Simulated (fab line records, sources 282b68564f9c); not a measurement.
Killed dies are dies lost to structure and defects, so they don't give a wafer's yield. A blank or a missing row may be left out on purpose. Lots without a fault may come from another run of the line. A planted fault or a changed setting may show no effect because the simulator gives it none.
A struck lot beside a sound one | flow rit_cmos | 17 steps out of a route of 202
Sound: wafers L330.2, L330.3, L330.6. Struck: wafers L326.3, L326.4, L326.6. The cause comes at the end.
At each step with rows: each side's tool, then ch and its chambers, then its first start. Under that, the readings that differ: sound wafers | struck wafers | difference of the means | sigmas: that difference in standard deviations of wafers without a fault.
alike: readings whose means differ by less than 2 such deviations, and words and numbers that are the same on both sides. not compared: withheld readings, readings that some wafer has no value for, bounds like >300 that may hide the same value, and numbers for which the record gives no deviation and whose values overlap.
The two part at a step that has a row with sigmas, a row that says differs or no value, or rows on one side only. Numbers that don't overlap but have no deviation are shown without sigmas and don't part them. A reading that every wafer of one side lacks parts them only if that side has two wafers or more.

RIT_PWELL_TW_MEAS_10:
  sound on film_metro-02, day 4 11:40; struck on film_metro-03, day 3 14:37
  alike: PWELL_TW
then, 1 step without rows for these wafers: RIT_WELLDRIVE_ANNEAL_00 (time 14700 s).
RIT_WELLDRIVE_RS_MEAS_01: measures by four-point-probe.
  sound on film_metro-03, day 4 16:49; struck on film_metro-01, day 3 19:47
  alike: NWELL_RS
RIT_WELLDRIVE_RS_MEAS_02: measures by four-point-probe.
  sound on film_metro-03, day 4 16:56; struck on film_metro-01, day 3 19:54
  alike: PWELL_RS
then, 6 steps without rows for these wafers: RIT_NRETRO_HMDS_00 (prime time 60 s); RIT_NRETRO_COAT_01 (resist thk 1300 nm); RIT_NRETRO_SOFTBAKE_02 (time 60 s); RIT_NRETRO_EXPOSE_03 (exposes mask M4, target cd 43900 nm); RIT_NRETRO_PEB_04; RIT_NRETRO_DEVELOP_05 (develop time 68 s).
RIT_NRETRO_OVL_MEAS_06:
  sound on overlay-02, day 4 18:03; struck on overlay-02, day 3 20:52
  alike: NRETRO_OVL
then, 1 step without rows for these wafers: RIT_NRETRO_HARDBAKE_07 (time 120 s).
RIT_NRETRO_IMPLANT_08:
  sound on implanter-03 ch 0, day 4 18:22; struck on implanter-01 ch 0, day 3 21:11
  reading            | sound                          | struck                       | difference | sigmas
  dose_ions_cm2      | 9.985e+12 1.0005e+13 9.985e+12 | 5.475e+12 5.489e+12 5.48e+12 | -4.510e+12 | -99 or more
  faraday_current_uA | 31.1 32.4 31.5                 | 17.0 17.3 17.0               | -14.6      | -22
  alike: beam_on_s, tilt_deg
RIT_NRETRO_STRIP_09: strips in O2, time 180 s.
  sound on plasma_asher-02 ch 0,1, day 4 18:29; struck on plasma_asher-02 ch 0,1, day 3 21:21
  alike: drypump_motor_current_A
  not compared: rf_hours_counter_h
RIT_NRETRO_TW_MEAS_10:
  sound on film_metro-02, day 4 18:40; struck on film_metro-04, day 3 21:29
  reading   | sound          | struck      | difference | sigmas
  NRETRO_TW | 1081 1082 1077 | 870 873 871 | -209       | -19
then, 1 step without rows for these wafers: RIT_PRETRO_HMDS_00 (prime time 60 s).
RIT_M1_PROBE_99:
  sound on prober-02, day 5 21:58; struck on prober-02, day 5 02:12
  reading                                 | sound             | struck            | difference | sigmas
  model.etest.pmos_0p3.r_on_ohm_um        | 6149 6130 6124    | 5937 5962 5979    | -175       |
  model.etest.pmos_turned.drive_ua_um     | 201.8 194.8 199.6 | 211.9 207.2 207.1 | +10.0      |
  model.etest.pmos_narrow.drive_ua_um     | 107.2 107.4 106.8 | 117.2 116 119.3   | +10.4      |
  model.etest.pmos_0p3.drive_ua_um        | 105.6 104.3 104.2 | 114.2 112.6 112.7 | +8.5       |
  model.etest.well_edge_right.line_ohm_um | 182.8 184.8 183   | 189.5 188.8 191.6 | +6.4       |
  alike: killed_at_contacts, killed_at_front_end, killed_dies, killed_open, killed_short
  not compared: model.etest.pmos_turned.r_on_ohm_um, model.etest.pmos_0p15.r_on_ohm_um, model.etest.pmos_0p15.drive_ua_um

WHERE THEY PART
First at RIT_NRETRO_IMPLANT_08; last, within this record, at RIT_NRETRO_TW_MEAS_10. Later steps at which nothing parts them and some readings are alike: RIT_M1_PROBE_99.

WHY: what the simulator had put in
Process parameter drift: implanter-01, from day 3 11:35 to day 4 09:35, at RIT_NRETRO_IMPLANT_08. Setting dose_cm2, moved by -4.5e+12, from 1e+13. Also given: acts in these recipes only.
